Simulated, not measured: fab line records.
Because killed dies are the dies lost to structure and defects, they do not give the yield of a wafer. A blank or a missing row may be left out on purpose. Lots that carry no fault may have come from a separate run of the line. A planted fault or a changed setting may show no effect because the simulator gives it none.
fab line records | flow rit_cmos
record lots=6 | wafers=18 | last_day=7
route steps=202 shown GATE@96 REOX@98 NLDD@103 PLDD@114
lots untouched by any fault: they come from a run of this same line in which no faults occurred
start_h: start of the lot's first displayed wafer, in hours after the record's first day | wait_h: hours from the lot's prior step to this one | " same as the row above | L1.1+2: a row that stands for several wafers | - no value, or no start was given | * or withheld: withheld | < > ~ a bound
route shown NAME@n: names a module that has steps shown in the file, with the first one's number in the route | usual: the fault-free wafers' mean and standard deviation | same: alike in all rows | chamber/n: place in a boat | sites: each site's reading | _std_site: how widely they spread, as a standard deviation | _edge_site: inner sites' mean taken away from outer sites' mean | radius_mm: how far each site lies from the wafer's centre | mask NAME#n: copy n | behind: the tool/chamber that last shaped the wafer | hold: why the lot was held/for how many hours/how that ended | device: transistor that didn't switch, given as n, p or np | end of line: the tests these same wafers got at the end of their route | a step without rows: its recipe alone | killed: count of dies lost to structure and defects at first sort (not the wafer's yield) | map: dies across one wafer; x = killed, . = not, _ = none there
set.NAME: setting as actually run; set.NAME@STEP: the setting as run at that earlier step | model.NAME: the simulator's own value behind a step, which no gauge read
a table for each step, a row for each wafer; lots at some steps of the route
services: a tool's chamber out of use, with start hour (start_h, from the record's first day; less than 0 if before it), hours out, and reason
## steps
# step RIT_GATE_STRIP_20
# recipe chemistry=O2 | time_s=180 | resist=NOVOLAK | platen_temp_c=withheld | power_w=500 | pressure_mtorr=4000 | o2_flow_sccm=4000
# usual drypump_motor_current_A=5.4/0.44
lot.wafer | tool            | chamber | start_h | wait_h | drypump_motor_current_A | rf_hours_counter_h
L749.1    | plasma_asher-01 | 0       | 52.15   | 0.1    | 4.8                     | 26
L749.4    | "               | 0       | "       | "      | 4.8                     | -
L749.6    | "               | 1       | "       | "      | 5.9                     | -
L751.3    | plasma_asher-01 | 1       | 58.04   | 0.1    | 5.9                     | -
L751.4    | "               | 0       | "       | "      | 4.8                     | -
L751.5    | "               | 0       | "       | "      | 4.8                     | -
L754.1    | plasma_asher-02 | 1       | 73.12   | 0.1    | 5.7                     | 44
L754.3    | "               | 0       | "       | "      | 5.3                     | -
L754.4    | "               | 1       | "       | "      | 5.7                     | -
L768.2    | plasma_asher-03 | 1       | 142.43  | 0.1    | 5.7                     | 52
L768.3    | "               | 0       | "       | "      | 4.8                     | -
L768.6    | "               | 1       | "       | "      | 5.7                     | -
L769.1    | plasma_asher-02 | 1       | 146.74  | 0.1    | 5.7                     | 52
L769.4    | "               | 1       | "       | "      | 5.7                     | -
L769.5    | "               | 1       | "       | "      | 5.7                     | -
L770.1    | plasma_asher-03 | 0       | 151.68  | 0.1    | 4.8                     | 53
L770.3    | "               | 0       | "       | "      | 4.8                     | -
L770.5    | "               | 0       | "       | "      | 4.8                     | -
# step RIT_GATE_CD_MEAS_90
# recipe target_cd_nm=150
# usual cd_nm=148.2/2.2
lot.wafer | tool      | chamber | start_h | wait_h | cd_nm
L749.1    | cd_sem-01 | -       | 52.33   | 0.1    | 148.8
L749.4    | "         | -       | "       | "      | 149.7
L749.6    | "         | -       | "       | "      | 149.1
L751.3    | cd_sem-02 | -       | 58.20   | 0.1    | 145.3
L751.4    | "         | -       | "       | "      | 145.1
L751.5    | "         | -       | "       | "      | 145.7
L754.1    | cd_sem-01 | -       | 73.30   | 0.1    | 152.5
L754.3    | "         | -       | "       | "      | 147.8
L754.4    | "         | -       | "       | "      | 150.0
L768.2    | cd_sem-01 | -       | 142.63  | 0.1    | 149.4
L768.3    | "         | -       | "       | "      | 148.6
L768.6    | "         | -       | "       | "      | 151.0
L769.1    | cd_sem-01 | -       | 146.92  | 0.1    | 143.1
L769.4    | "         | -       | "       | "      | 143.4
L769.5    | "         | -       | "       | "      | 143.2
L770.1    | cd_sem-02 | -       | 151.86  | 0.1    | 146.3
L770.3    | "         | -       | "       | "      | 147.1
L770.5    | "         | -       | "       | "      | 147.5
# step RIT_REOX_CLEAN_00
# recipe chemistry=SC1 | mix=3:3:50 | time_s=600 | temp_c=75
# step RIT_REOX_CLEAN_01
# recipe chemistry=dHF | dilution=50:1 | time_s=30
# step RIT_REOX_CLEAN_02
# recipe chemistry=SC2 | mix=3:3:50 | time_s=600 | temp_c=75 | dry=n2_spin
# step RIT_REOX_OXIDATION_03
# recipe temp_c=900 | ambient=O2 | target_thk_a=252 | ox_time_s=5580
# step RIT_REOX_THK_MEAS_04
# recipe reads=SiO2_of_REOX_OXIDATION_03
# usual REOX_OXIDE_THK=24.9/0.4
lot.wafer | tool          | chamber | start_h | wait_h | REOX_OXIDE_THK[nm]
L749.1    | film_metro-01 | -       | 55.40   | 0.0    | 25.0
L749.4    | "             | -       | "       | "      | 25.2
L749.6    | "             | -       | "       | "      | 25.1
L751.3    | film_metro-04 | -       | 61.21   | 0.0    | 25.4
L751.4    | "             | -       | "       | "      | 25.4
L751.5    | "             | -       | "       | "      | 25.1
L754.1    | film_metro-04 | -       | 76.33   | 0.0    | 24.4
L754.3    | "             | -       | "       | "      | 24.5
L754.4    | "             | -       | "       | "      | 24.4
L768.2    | film_metro-03 | -       | 145.67  | 0.0    | 24.9
L768.3    | "             | -       | "       | "      | 24.8
L768.6    | "             | -       | "       | "      | 24.6
L769.1    | film_metro-01 | -       | 150.24  | 0.0    | 24.7
L769.4    | "             | -       | "       | "      | 24.5
L769.5    | "             | -       | "       | "      | 24.7
L770.1    | film_metro-04 | -       | 156.00  | 0.0    | 24.0
L770.3    | "             | -       | "       | "      | 24.7
L770.5    | "             | -       | "       | "      | 24.4
# step RIT_NLDD_HMDS_00
# recipe prime_time_s=60 | prime_temp_c=140
# step RIT_NLDD_COAT_01
# recipe resist=NOVOLAK | spin_rpm=3250 | resist_thk_nm=1000
# step RIT_NLDD_SOFTBAKE_02
# recipe resist=NOVOLAK | temp_c=90 | time_s=60
# step RIT_NLDD_EXPOSE_03
# recipe mask_id=M7 | na=0.57 | target_cd_nm=40700 | dose_mj=250
# step RIT_NLDD_PEB_04
# recipe resist=NOVOLAK | temp_c=withheld | time_s=withheld
# step RIT_NLDD_DEVELOP_05
# recipe resist=NOVOLAK | develop_time_s=50 | dev_temp_c=23
lot.wafer  | tool           | chamber | start_h | wait_h
L749.1+4+6 | litho_track-03 | 0       | 56      | -
L751.3+4+5 | litho_track-03 | 0       | 62      | -
L754.1+3+4 | litho_track-03 | 0       | 77      | -
L768.2+3+6 | litho_track-01 | 0       | 146     | -
L769.1+4+5 | litho_track-02 | 0       | 151     | -
L770.1+3+5 | litho_track-02 | 0       | 156     | -
# step RIT_NLDD_OVL_MEAS_06
# usual NLDD_OVL=0.6/1.6
lot.wafer | tool       | chamber | start_h | wait_h | NLDD_OVL[nm]
L749.1    | overlay-01 | -       | 56.33   | -      | 4.3
L749.4    | "          | -       | "       | "      | 3.7
L749.6    | "          | -       | "       | "      | 1.4
L751.3    | overlay-01 | -       | 62.11   | -      | -0.7
L751.4    | "          | -       | "       | "      | -1.4
L751.5    | "          | -       | "       | "      | -1.4
L754.1    | overlay-01 | -       | 77.24   | -      | 0.0
L754.3    | "          | -       | "       | "      | 1.4
L754.4    | "          | -       | "       | "      | 2.5
L768.2    | overlay-02 | -       | 146.70  | -      | 0.7
L768.3    | "          | -       | "       | "      | 0.2
L768.6    | "          | -       | "       | "      | 1.3
L769.1    | overlay-02 | -       | 151.41  | -      | -1.9
L769.4    | "          | -       | "       | "      | -3.1
L769.5    | "          | -       | "       | "      | -0.6
L770.1    | overlay-01 | -       | 156.91  | -      | 0.3
L770.3    | "          | -       | "       | "      | 0.5
L770.5    | "          | -       | "       | "      | 0.9
# step RIT_NLDD_HARDBAKE_07
# recipe resist=NOVOLAK | temp_c=140 | time_s=60
# step RIT_NLDD_IMPLANT_08
# recipe species=P | energy_kev=20.13 | dose_cm2=5e+14 | tilt_deg=7
# step RIT_NLDD_STRIP_09
# recipe chemistry=O2 | time_s=180 | resist=NOVOLAK | platen_temp_c=withheld | power_w=500 | pressure_mtorr=4000 | o2_flow_sccm=4000
# usual drypump_motor_current_A=5.5/0.37
lot.wafer | tool            | chamber | start_h | wait_h | drypump_motor_current_A | rf_hours_counter_h
L749.1    | plasma_asher-03 | 1       | 56.67   | 0.1    | 5.8                     | 42
L749.4    | "               | 1       | "       | "      | 5.8                     | -
L749.6    | "               | 1       | "       | "      | 5.7                     | -
L751.3    | plasma_asher-03 | 1       | 62.50   | 0.1    | 5.7                     | -
L751.4    | "               | 0       | "       | "      | 4.8                     | -
L751.5    | "               | 1       | "       | "      | 5.7                     | -
L754.1    | plasma_asher-02 | 1       | 77.58   | 0.1    | 5.7                     | 44
L754.3    | "               | 0       | "       | "      | 5.3                     | -
L754.4    | "               | 1       | "       | "      | 5.8                     | -
L768.2    | plasma_asher-03 | 0       | 147.03  | 0.1    | 4.8                     | 52
L768.3    | "               | 1       | "       | "      | 5.7                     | -
L768.6    | "               | 0       | "       | "      | 4.8                     | -
L769.1    | plasma_asher-04 | 1       | 151.85  | 0.1    | 5.5                     | 4
L769.4    | "               | 1       | "       | "      | 5.5                     | -
L769.5    | "               | 1       | "       | "      | 5.5                     | -
L770.1    | plasma_asher-02 | 0       | 157.25  | 0.1    | 5.3                     | 53
L770.3    | "               | 1       | "       | "      | 5.7                     | -
L770.5    | "               | 1       | "       | "      | 5.7                     | -
# step RIT_NLDD_TW_MEAS_10
# usual NLDD_TW=2477/23
lot.wafer | tool          | chamber | start_h | wait_h | NLDD_TW
L749.1    | film_metro-03 | -       | 56.85   | 0.1    | 2454
L749.4    | "             | -       | "       | "      | 2449
L749.6    | "             | -       | "       | "      | 2456
L751.3    | film_metro-03 | -       | 62.63   | 0.1    | 29
L751.4    | "             | -       | "       | "      | 30
L751.5    | "             | -       | "       | "      | 30
L754.1    | film_metro-03 | -       | 77.75   | 0.1    | 30
L754.3    | "             | -       | "       | "      | 30
L754.4    | "             | -       | "       | "      | 30
L768.2    | film_metro-03 | -       | 147.22  | 0.1    | 2452
L768.3    | "             | -       | "       | "      | 2448
L768.6    | "             | -       | "       | "      | 2459
L769.1    | film_metro-02 | -       | 152.03  | 0.1    | 2476
L769.4    | "             | -       | "       | "      | 2471
L769.5    | "             | -       | "       | "      | 2462
L770.1    | film_metro-02 | -       | 157.42  | 0.1    | 2474
L770.3    | "             | -       | "       | "      | 2447
L770.5    | "             | -       | "       | "      | 2473
# step RIT_PLDD_HMDS_00
# recipe prime_time_s=60 | prime_temp_c=140
## services
tool            | chamber | start_h | hours | kind
plasma_asher-04 | -       | 54.47   | 2.2   | repair
plasma_asher-01 | -       | 70.32   | 15.6  | pm
plasma_asher-04 | -       | 108.75  | 9.0   | pm
plasma_asher-04 | 0       | 108.75  | 9.0   | vent_cycle
plasma_asher-04 | 1       | 108.75  | 9.0   | vent_cycle
plasma_asher-04 | 0       | 117.75  | -     | clean
plasma_asher-04 | 1       | 117.75  | -     | clean
plasma_asher-02 | -       | 122.05  | 2.1   | repair
## key
first_sign step=RIT_NLDD_TW_MEAS_10 | reading=NLDD_TW | direction=down | sigmas=99+ | usual=2477 | struck=30
effect none on later readings
met_at RIT_NLDD_DEVELOP_05
struck_wafers L751.3,L751.4,L751.5,L754.1,L754.3,L754.4
sort_left_out L751.3,L751.4,L751.5,L754.1,L754.3,L754.4
tester_left_out L751,L754
onset_between 56 62
fault kind=process_parameter_drift | tool=litho_track-03 | chamber=- | onset_h=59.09 | steps=RIT_NLDD_DEVELOP_05 | channel=develop_time_s | offset=* | shape=step | end_h=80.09 | acts_in=* | stated=*
# tester_left_out: of these lots the tester's yield and bins aren't shown, on N5 and GAA mostly nor the transistor test; their killed dies are dies lost to structure and defects alone, not to doping, threshold or leakage, so they don't give the yield
# sort_left_out: the simulated sort isn't trusted on such a fault, so these wafers' sort isn't shown, and their yield isn't known
